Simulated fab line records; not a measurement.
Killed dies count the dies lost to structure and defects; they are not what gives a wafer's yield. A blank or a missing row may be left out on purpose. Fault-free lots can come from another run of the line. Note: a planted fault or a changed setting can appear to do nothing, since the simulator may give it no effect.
Which tool did it?	flow berkeley-cmos170	15 lots, 45 wafers sampled, at 5 steps of a route of 331

WHAT THE GAUGES SHOWED, per wafer
UCB170_FIELD_THK_MEAS_91.
lot	measured	on	FIELD_OXIDE_LEFT_2_THK (nm)
L624	day 6 17:43	film-metro-04	356 355 356
L627	day 6 18:13	film-metro-03	352 356 348
L626	day 6 18:30	film-metro-04	342 335 343
L628	day 7 12:06	film-metro-04	357 356 360
L632	day 8 07:43	film-metro-03	361 364 366
L630	day 8 08:25	film-metro-03	354 359 357
L631	day 8 08:36	film-metro-02	358 357 363
L637	day 9 17:17	film-metro-02	349 356 363
L641	day 10 02:42	film-metro-04	351 332 334
L638	day 10 03:20	film-metro-04	350 356 349
L642	day 10 18:41	film-metro-03	348 342 350
L646	day 11 06:44	film-metro-03	344 351 348
L643	day 11 06:59	film-metro-03	339 351 353
L645	day 11 07:27	film-metro-02	358 355 352
L647	day 11 19:39	film-metro-04	363 364 359

UCB170_PLDD_CD_MEAS_06 targets a cd of 1200 nm.
lot	measured	on	cd-nm (nm)
L624	day 7 12:23	cd-sem-01	1199.9 1199.7 1199.9
L627	day 7 11:46	cd-sem-01	1202.0 1200.8 1201.3
L626	day 7 12:01	cd-sem-02	1201.2 1200.2 1200.8
L628	day 8 05:09	cd-sem-02	1200.4 1198.4 1200.3
L632	day 9 03:01	cd-sem-01	1206.4 1204.5 1207.4
L630	day 9 02:30	cd-sem-01	1204.6 1203.8 1205.4
L631	day 9 02:49	cd-sem-01	1202.6 1204.6 1204.0
L637	day 10 17:18	cd-sem-01	1198.9 1200.0 1200.2
L641	day 10 22:53	cd-sem-02	1201.1 1200.8 1201.1
L638	day 10 23:22	cd-sem-02	1202.6 1202.8 1202.5
L642	day 11 08:51	cd-sem-02	1199.1 1199.3 1199.4
L646	day 12 01:01	cd-sem-01	1201.7 1200.7 1201.1
L643	day 12 02:18	cd-sem-01	1202.9 1201.5 1202.1
L645	day 12 02:34	cd-sem-01	1201.3 1200.2 1201.8
L647	day 12 12:07	cd-sem-01	1198.7 1200.4 1199.3

UCB170_PLDD_TW_MEAS_11.
lot	measured	on	PLDD_TW
L624	day 7 12:56	film-metro-04	997 995 994
L627	day 7 12:18	film-metro-01	1021 1020 1020
L626	day 7 12:34	film-metro-03	1005 1006 1003
L628	day 8 05:42	film-metro-04	984 988 979
L632	day 9 03:33	film-metro-04	990 995 998
L630	day 9 03:03	film-metro-04	999 997 992
L631	day 9 03:20	film-metro-03	1007 1011 1016
L637	day 10 17:53	film-metro-03	1007 1006 1011
L641	day 10 23:30	film-metro-01	1018 1014 1021
L638	day 11 00:06	film-metro-01	1019 1021 1024
L642	day 11 09:23	film-metro-03	1006 1010 1006
L646	day 12 01:34	film-metro-01	1011 1014 1018
L643	day 12 02:51	film-metro-01	1007 1009 1011
L645	day 12 03:07	film-metro-04	997 997 994
L647	day 12 12:40	film-metro-04	991 993 993

UCB170_NLDD_TW_MEAS_11.
lot	measured	on	NLDD_TW
L624	day 7 15:37	film-metro-03	2205 2194 2211
L627	day 7 14:43	film-metro-03	2197 2211 2204
L626	day 7 14:59	film-metro-04	2165 2165 2175
L628	day 8 08:25	film-metro-01	2215 2227 2221
L632	day 9 05:31	film-metro-04	2182 2195 2179
L630	day 9 05:08	film-metro-04	2172 2184 2174
L631	day 9 05:23	film-metro-04	2168 2165 2182
L637	day 10 19:47	film-metro-03	2207 2207 2207
L641	day 11 01:17	film-metro-01	2246 2235 2234
L638	day 11 01:53	film-metro-01	2234 2245 2232
L642	day 11 11:01	film-metro-03	2215 2206 2218
L646	day 12 04:17	film-metro-03	2211 2217 2206
L643	day 12 05:43	film-metro-04	2175 2178 2182
L645	day 12 06:15	film-metro-03	2222 2204 2228
L647	day 12 14:59	film-metro-03	2209 2217 2216

EACH LOT AND THE TOOL THAT RAN IT (in order: tool; ch and the chambers of the sampled wafers; start)
lot	UCB170_PLDD_EXPOSE_03
L624	krf-scanner-02 ch 0, day 7 11:47
L627	krf-scanner-02 ch 0, day 7 11:01
L626	krf-scanner-01 ch 0, day 7 11:20
L628	krf-scanner-01 ch 0, day 8 04:29
L632	krf-scanner-02 ch 0, day 9 02:19
L630	krf-scanner-02 ch 0, day 9 02:05
L631	krf-scanner-02 ch 0, day 9 02:14
L637	krf-scanner-01 ch 0, day 10 16:54
L641	krf-scanner-01 ch 0, day 10 22:30
L638	krf-scanner-01 ch 0, day 10 22:59
L642	krf-scanner-01 ch 0, day 11 08:27
L646	krf-scanner-01 ch 0, day 12 00:25
L643	krf-scanner-01 ch 0, day 12 01:36
L645	krf-scanner-01 ch 0, day 12 01:42
L647	krf-scanner-01 ch 0, day 12 11:28
- UCB170_PLDD_EXPOSE_03: exposes mask PSELECT, target cd 1200 nm.

AS READ BY THE TOOLS THEMSELVES (means over the sampled wafers that have a number; for cases with no such wafer, the mark the record gives instead)
The record holds no such reading with a usual standard deviation.

THE ANSWER, worked out from the rows above alone
Rule: the usual values come from the lots themselves. The widest of any qualifying gaps counts: lots, ordered by their means at a reading, are off when they make up no more than a third of the lots, leave a main group of 4 or more, and stand apart from it by 3 or more times the standard deviation of that group's means. Not used: any main group whose means are identical at the precision the tables above print for the reading. A lot without any number at a reading at which 4 lots or more have one is off too. All remaining lots with rows at the step are treated as sound. After the gauges, taken in route order, come the tools' own readings; for these a lot's mean is taken, as printed above. At the first step where some lot is off, the reading lying furthest off is the one used; lots without a number count as furthest.
Across all readings shown, no lot is off: no conclusion can be drawn from this.

WHAT THE SIMULATOR HAD INSERTED
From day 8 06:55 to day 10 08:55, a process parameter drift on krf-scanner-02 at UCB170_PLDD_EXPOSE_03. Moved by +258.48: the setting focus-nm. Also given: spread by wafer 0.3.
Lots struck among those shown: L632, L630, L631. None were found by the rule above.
